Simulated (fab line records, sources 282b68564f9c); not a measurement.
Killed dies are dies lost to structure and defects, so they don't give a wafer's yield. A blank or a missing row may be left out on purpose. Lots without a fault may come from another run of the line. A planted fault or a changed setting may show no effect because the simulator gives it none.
fab line records | flow rit_cmos
record lots=14 wafers=42 last_day=7
route steps=202 shown SDANNEAL@156 PSD@157 PLDD@159
lots that met no fault: from a run of the same line without faults
start_h: hours from the record's first day to the start of the lot's first wafer shown | wait_h: hours since the lot's step before | " the same as in the row above | L1.1+2: a row that stands for several wafers | - no value, or no start given | * or withheld: withheld | < > ~ a bound
route shown NAME@n: a module of which the file shows steps, and the number in the route of the first | usual: mean/standard deviation of fault-free wafers | same: alike in all rows | chamber/n: place in a boat | sites: the reading at each site | _std_site: their standard deviation | _edge_site: outer sites' mean less inner sites' | radius_mm: how far each site lies from the wafer's centre | mask NAME#n: copy n | behind: the tool/chamber that last shaped the wafer | hold: why the lot was held/for how many hours/how that ended | device: the transistor (n, p or np) that didn't switch | end of line: the same wafers' tests at the end of the route | a step without rows: its recipe alone | killed: dies lost to structure and defects at the first sort, not the wafer's yield | map: a wafer's dies, x killed, . not, _ none there
set.NAME: the setting as run; set.NAME@STEP: as run at that earlier step | model.NAME: the simulator's own value behind a step, which no gauge read
steps of the route over a sample of lots; a table a step, a row a wafer
services: from which hour (start_h, from the record's first day; less than 0 if before it) a tool's chamber was out of use, for how many hours, and why
## steps
# step RIT_SDANNEAL_RTA_03
# recipe temp_c=1050 time_s=5 idle_temp_c=600 ramp_up_c_per_s=342 ramp_down_c_per_s=171 cool_to_c=600 ambient=N2
# usual wafer_temp_C_max=1053.7/1.2
# columns lot.wafer tool chamber start_h wait_h wafer_temp_C_max
L609.1 rtp_anneal-01 0 51.61 0.0 1052.9
L609.4 " 0 " " 1054.5
L609.6 " 0 " " 1052.9
L610.1 rtp_anneal-02 0 60.25 0.0 1054.6
L610.2 " 0 " " 1054.5
L610.4 " 0 " " 1053.8
L611.1 rtp_anneal-01 0 64.50 0.0 1055.7
L611.2 " 0 " " 1054.1
L611.5 " 0 " " 1053.9
L612.2 rtp_anneal-02 0 69.03 0.0 1058.4
L612.4 " 0 " " 1053.8
L612.6 " 0 " " 1052.9
L613.1 rtp_anneal-01 0 73.60 0.0 1052.5
L613.2 " 0 " " 1053.4
L613.6 " 0 " " 1054.3
L614.1 rtp_anneal-02 0 80.59 0.0 1052.8
L614.5 " 0 " " 1053.2
L614.6 " 0 " " 1056.0
L615.1 rtp_anneal-01 0 81.21 0.0 1052.5
L615.3 " 0 " " 1053.1
L615.6 " 0 " " 1054.8
L616.2 rtp_anneal-02 0 85.91 0.0 1054.9
L616.3 " 0 " " 1053.9
L616.5 " 0 " " 1055.5
L617.2 rtp_anneal-01 0 94.91 0.0 1055.7
L617.4 " 0 " " 1053.4
L617.6 " 0 " " 1053.8
L621.4 rtp_anneal-01 0 116.04 0.0 1053.2
L621.5 " 0 " " 1055.3
L621.6 " 0 " " 1053.0
L622.1 rtp_anneal-02 0 116.41 0.0 1053.8
L622.2 " 0 " " 1053.9
L622.4 " 0 " " 1051.9
L623.1 rtp_anneal-01 0 119.98 0.0 1053.9
L623.4 " 0 " " 1053.6
L623.6 " 0 " " 1055.2
L626.1 rtp_anneal-02 0 139.04 0.0 1053.4
L626.4 " 0 " " 1054.1
L626.6 " 0 " " 1053.1
L632.2 rtp_anneal-02 0 169.84 0.0 1051.5
L632.4 " 0 " " 1054.9
L632.6 " 0 " " 1053.5
# step RIT_SDANNEAL_RS_MEAS_04
# recipe thk_meas_gauge=four-point-probe
# usual PSD_RS=115.68/0.28
# columns lot.wafer tool chamber start_h wait_h PSD_RS[ohm/sq]
L609.1 film_metro-04 - 51.67 0.0 116.28
L609.4 " - " " 115.80
L609.6 " - " " 116.26
L610.1 film_metro-04 - 60.30 0.0 115.87
L610.2 " - " " 116.07
L610.4 " - " " 116.00
L611.1 film_metro-03 - 64.56 0.0 115.05
L611.2 " - " " 115.38
L611.5 " - " " 115.24
L612.2 film_metro-03 - 69.10 0.1 115.80
L612.4 " - " " 115.29
L612.6 " - " " 115.64
L613.1 film_metro-02 - 73.66 0.0 115.59
L613.2 " - " " 115.81
L613.6 " - " " 115.75
L614.1 film_metro-03 - 80.71 0.1 115.19
L614.5 " - " " 115.45
L614.6 " - " " 115.47
L615.1 film_metro-02 - 81.26 0.0 115.46
L615.3 " - " " 115.77
L615.6 " - " " 115.42
L616.2 film_metro-04 - 85.98 0.1 115.36
L616.3 " - " " 115.55
L616.5 " - " " 115.25
L617.2 film_metro-03 - 94.98 0.1 115.77
L617.4 " - " " 115.81
L617.6 " - " " 115.77
L621.4 film_metro-02 - 116.13 0.1 127.46
L621.5 " - " " 127.48
L621.6 " - " " 127.89
L622.1 film_metro-04 - 116.47 0.0 115.80
L622.2 " - " " 115.54
L622.4 " - " " 115.95
L623.1 film_metro-04 - 120.04 0.0 127.11
L623.4 " - " " 127.27
L623.6 " - " " 127.37
L626.1 film_metro-02 - 139.09 0.0 116.33
L626.4 " - " " 115.88
L626.6 " - " " 115.84
L632.2 film_metro-03 - 169.91 0.1 115.99
L632.4 " - " " 116.14
L632.6 " - " " 116.29
# step RIT_SDANNEAL_RS_MEAS_06
# recipe thk_meas_gauge=four-point-probe
# usual PLDD_RS=178.6/0.45
# columns lot.wafer tool chamber start_h wait_h PLDD_RS[ohm/sq]
L609.1 film_metro-04 - 51.91 0.1 178.9
L609.4 " - " " 179.1
L609.6 " - " " 178.7
L610.1 film_metro-04 - 60.54 0.1 179.0
L610.2 " - " " 179.2
L610.4 " - " " 179.1
L611.1 film_metro-03 - 64.80 0.1 178.7
L611.2 " - " " 178.7
L611.5 " - " " 178.7
L612.2 film_metro-03 - 69.34 0.1 178.7
L612.4 " - " " 178.4
L612.6 " - " " 178.5
L613.1 film_metro-02 - 73.90 0.1 178.2
L613.2 " - " " 178.7
L613.6 " - " " 178.8
L614.1 film_metro-03 - 80.95 0.1 178.2
L614.5 " - " " 178.0
L614.6 " - " " 178.2
L615.1 film_metro-02 - 81.50 0.1 178.1
L615.3 " - " " 178.9
L615.6 " - " " 178.5
L616.2 film_metro-04 - 86.22 0.1 178.1
L616.3 " - " " 178.8
L616.5 " - " " 178.5
L617.2 film_metro-03 - 95.22 0.1 178.3
L617.4 " - " " 178.3
L617.6 " - " " 178.3
L621.4 film_metro-02 - 116.37 0.1 191.3
L621.5 " - " " 191.0
L621.6 " - " " 191.0
L622.1 film_metro-04 - 116.71 0.1 179.0
L622.2 " - " " 178.9
L622.4 " - " " 178.6
L623.1 film_metro-04 - 120.28 0.1 189.8
L623.4 " - " " 190.4
L623.6 " - " " 190.2
L626.1 film_metro-02 - 139.33 0.1 179.3
L626.4 " - " " 178.8
L626.6 " - " " 179.4
L632.2 film_metro-03 - 170.15 0.1 179.0
L632.4 " - " " 178.9
L632.6 " - " " 178.6
## services
# columns tool chamber start_h hours kind
rtp_anneal-02 - 51.47 4.8 pm
## key
first_sign step=RIT_SDANNEAL_RS_MEAS_04 reading=PSD_RS direction=up sigmas=42 usual=115.68 struck=127.43
effect step=RIT_SDANNEAL_RS_MEAS_06 reading=PLDD_RS direction=up sigmas=27 usual=178.6 struck=190.6
met_at RIT_SDANNEAL_RTA_03
struck_lots L621,L623
tester_left_out L621,L623
onset_between 94.91 116.04
fault kind=process_parameter_drift tool=rtp_anneal-01 chamber=- onset_h=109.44 steps=RIT_SDANNEAL_RTA_03 channel=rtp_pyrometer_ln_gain offset=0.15 shape=step end_h=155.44
# tester_left_out: of these lots the tester's yield and bins aren't shown, on N5 and GAA mostly nor the transistor test; their killed dies are dies lost to structure and defects alone, not to doping, threshold or leakage, so they don't give the yield
